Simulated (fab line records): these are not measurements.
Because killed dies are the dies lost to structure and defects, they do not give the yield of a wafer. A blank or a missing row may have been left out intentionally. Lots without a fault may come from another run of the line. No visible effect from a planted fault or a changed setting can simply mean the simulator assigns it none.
Commonality check across tools / flow berkeleyCmos170 / 39 wafers sampled across 13 lots

THE REASON FOR OPENING IT
2 of 13 lots carry a flag on the reading NSD_RS at UCB170_SDANNEAL_RS_MEAS_03. No-fault wafers: 37.31 ohm/sq, standard deviation 0.088.
Rule: a lot gets a flag if all its wafers with a number sit over 4 standard deviations from that mean, or if no wafer of it has a number. As for the other lots, they are considered sound.

lot=L112; measured=day 6 12:35; on=filmMetro-02; NSD_RS (ohm/sq), wafer by wafer=37.36 37.32 37.33; flag=
lot=L111; measured=day 6 12:37; on=filmMetro-03; NSD_RS (ohm/sq), wafer by wafer=37.44 37.30 37.39; flag=
lot=L113; measured=day 6 18:52; on=filmMetro-04; NSD_RS (ohm/sq), wafer by wafer=37.25 37.30 37.31; flag=
lot=L114; measured=day 7 09:01; on=filmMetro-04; NSD_RS (ohm/sq), wafer by wafer=37.15 37.19 37.23; flag=
lot=L117; measured=day 7 21:38; on=filmMetro-02; NSD_RS (ohm/sq), wafer by wafer=37.31 37.34 37.35; flag=
lot=L120; measured=day 8 10:47; on=filmMetro-02; NSD_RS (ohm/sq), wafer by wafer=37.31 37.29 37.26; flag=
lot=L119; measured=day 8 13:20; on=filmMetro-02; NSD_RS (ohm/sq), wafer by wafer=38.14 38.16 38.20; flag=FLAGGED
lot=L123; measured=day 9 03:42; on=filmMetro-02; NSD_RS (ohm/sq), wafer by wafer=38.08 38.19 38.19; flag=FLAGGED
lot=L126; measured=day 9 23:35; on=filmMetro-04; NSD_RS (ohm/sq), wafer by wafer=37.18 37.24 37.22; flag=
lot=L127; measured=day 9 23:41; on=filmMetro-03; NSD_RS (ohm/sq), wafer by wafer=37.29 37.38 37.39; flag=
lot=L128; measured=day 10 03:02; on=filmMetro-04; NSD_RS (ohm/sq), wafer by wafer=37.33 37.29 37.32; flag=
lot=L130; measured=day 10 16:58; on=filmMetro-04; NSD_RS (ohm/sq), wafer by wafer=37.36 37.34 37.34; flag=
lot=L131; measured=day 10 17:06; on=filmMetro-03; NSD_RS (ohm/sq), wafer by wafer=37.23 37.22 37.19; flag=
Average over the flagged lots: 38.16 ohm/sq; offset from the usual +0.85 ohm/sq, equal to +10 standard deviations.

WHICH TOOL RAN EACH LOT
Before the reading, the record contains 2 process steps out of a 331-step route. Each cell gives the tool, then ch followed by the chambers the sampled wafers passed through, then the start.
lot=L112; flag=; UCB170_NSD_IMPLANT_08=implanter-01 ch 0, day 6 10:52; UCB170_NSD_STRIP_09=plasmaAsher-02 ch 0,1, day 6 11:01
lot=L111; flag=; UCB170_NSD_IMPLANT_08=implanter-02 ch 0, day 6 11:02; UCB170_NSD_STRIP_09=plasmaAsher-01 ch 0,1, day 6 11:10
lot=L113; flag=; UCB170_NSD_IMPLANT_08=implanter-02 ch 0, day 6 16:56; UCB170_NSD_STRIP_09=plasmaAsher-02 ch 0,1, day 6 17:04
lot=L114; flag=; UCB170_NSD_IMPLANT_08=implanter-03 ch 0, day 7 04:37; UCB170_NSD_STRIP_09=plasmaAsher-03 ch 0, day 7 04:46
lot=L117; flag=; UCB170_NSD_IMPLANT_08=implanter-01 ch 0, day 7 20:02; UCB170_NSD_STRIP_09=plasmaAsher-02 ch 0,1, day 7 20:08
lot=L120; flag=; UCB170_NSD_IMPLANT_08=implanter-03 ch 0, day 8 09:08; UCB170_NSD_STRIP_09=plasmaAsher-02 ch 0,1, day 8 09:15
lot=L119; flag=FLAGGED; UCB170_NSD_IMPLANT_08=implanter-02 ch 0, day 8 09:35; UCB170_NSD_STRIP_09=plasmaAsher-02 ch 0,1, day 8 09:43
lot=L123; flag=FLAGGED; UCB170_NSD_IMPLANT_08=implanter-02 ch 0, day 9 02:14; UCB170_NSD_STRIP_09=plasmaAsher-02 ch 0,1, day 9 02:23
lot=L126; flag=; UCB170_NSD_IMPLANT_08=implanter-03 ch 0, day 9 20:22; UCB170_NSD_STRIP_09=plasmaAsher-01 ch 0,1, day 9 20:29
lot=L127; flag=; UCB170_NSD_IMPLANT_08=implanter-01 ch 0, day 9 20:37; UCB170_NSD_STRIP_09=plasmaAsher-02 ch 0,1, day 9 20:44
lot=L128; flag=; UCB170_NSD_IMPLANT_08=implanter-01 ch 0, day 10 01:35; UCB170_NSD_STRIP_09=plasmaAsher-02 ch 0,1, day 10 01:42
lot=L130; flag=; UCB170_NSD_IMPLANT_08=implanter-03 ch 0, day 10 14:39; UCB170_NSD_STRIP_09=plasmaAsher-03 ch 0,1, day 10 14:48
lot=L131; flag=; UCB170_NSD_IMPLANT_08=implanter-03 ch 0, day 10 15:01; UCB170_NSD_STRIP_09=plasmaAsher-03 ch 0,1, day 10 15:10
What these steps do:
- UCB170_NSD_IMPLANT_08
- UCB170_NSD_STRIP_09: strips in O2.
- UCB170_SDANNEAL_RS_MEAS_03: measures by four-point-probe.

FLAGGED OVER TOTAL, TOOL BY TOOL (the gauges that took the reading come last)
step=UCB170_NSD_IMPLANT_08; tool=implanter-01; lots run=4; flagged=0; share of the flagged lots=none; sound lots run after its first flagged lot=-
step=UCB170_NSD_IMPLANT_08; tool=implanter-02; lots run=4; flagged=2; share of the flagged lots=all; sound lots run after its first flagged lot=0
step=UCB170_NSD_IMPLANT_08; tool=implanter-03; lots run=5; flagged=0; share of the flagged lots=none; sound lots run after its first flagged lot=-
step=UCB170_NSD_STRIP_09; tool=plasmaAsher-01; lots run=2; flagged=0; share of the flagged lots=none; sound lots run after its first flagged lot=-
step=UCB170_NSD_STRIP_09; tool=plasmaAsher-02; lots run=8; flagged=2; share of the flagged lots=all; sound lots run after its first flagged lot=2 (L127,L128)
step=UCB170_NSD_STRIP_09; tool=plasmaAsher-03; lots run=3; flagged=0; share of the flagged lots=none; sound lots run after its first flagged lot=-
step=UCB170_SDANNEAL_RS_MEAS_03; tool=filmMetro-02; lots run=5; flagged=2; share of the flagged lots=all; sound lots run after its first flagged lot=0
step=UCB170_SDANNEAL_RS_MEAS_03; tool=filmMetro-03; lots run=3; flagged=0; share of the flagged lots=none; sound lots run after its first flagged lot=-
step=UCB170_SDANNEAL_RS_MEAS_03; tool=filmMetro-04; lots run=5; flagged=0; share of the flagged lots=none; sound lots run after its first flagged lot=-

WHAT THE TABLE PERMITS
Every flagged lot was run by 3 rows of the table: implanter-02 at UCB170_NSD_IMPLANT_08, plasmaAsher-02 at UCB170_NSD_STRIP_09 and filmMetro-02 at UCB170_SDANNEAL_RS_MEAS_03.
- implanter-02 at UCB170_NSD_IMPLANT_08: 2 of its 4 lots flagged. A fault beginning between L113 (day 6 16:56), its last sound lot, and L119 (day 8 09:35), its first flagged one, fits the data. Its own readings (beamEnergyKeV) fall more than 4 standard deviations out on all wafers of the flagged lots.
- plasmaAsher-02 at UCB170_NSD_STRIP_09: 2 of its 8 lots flagged. Lots that were sound ran on it after the first flagged one (L127, L128); a persistent fault on the entire tool would not allow that. Its own readings (stripTimeToEndpointS) fall more than 4 standard deviations out on all wafers of the flagged lots.
- filmMetro-02 at UCB170_SDANNEAL_RS_MEAS_03: 2 of its 5 lots flagged. A fault beginning between L120 (day 8 10:47), its last sound lot, and L119 (day 8 13:20), its first flagged one, fits the data.
Because each of these 2 tools fits a fault that began at some hour, counting lots does not separate them. More lots, or a look at what each step does to the wafer, might.

WHAT WAS PUT IN BY THE SIMULATOR
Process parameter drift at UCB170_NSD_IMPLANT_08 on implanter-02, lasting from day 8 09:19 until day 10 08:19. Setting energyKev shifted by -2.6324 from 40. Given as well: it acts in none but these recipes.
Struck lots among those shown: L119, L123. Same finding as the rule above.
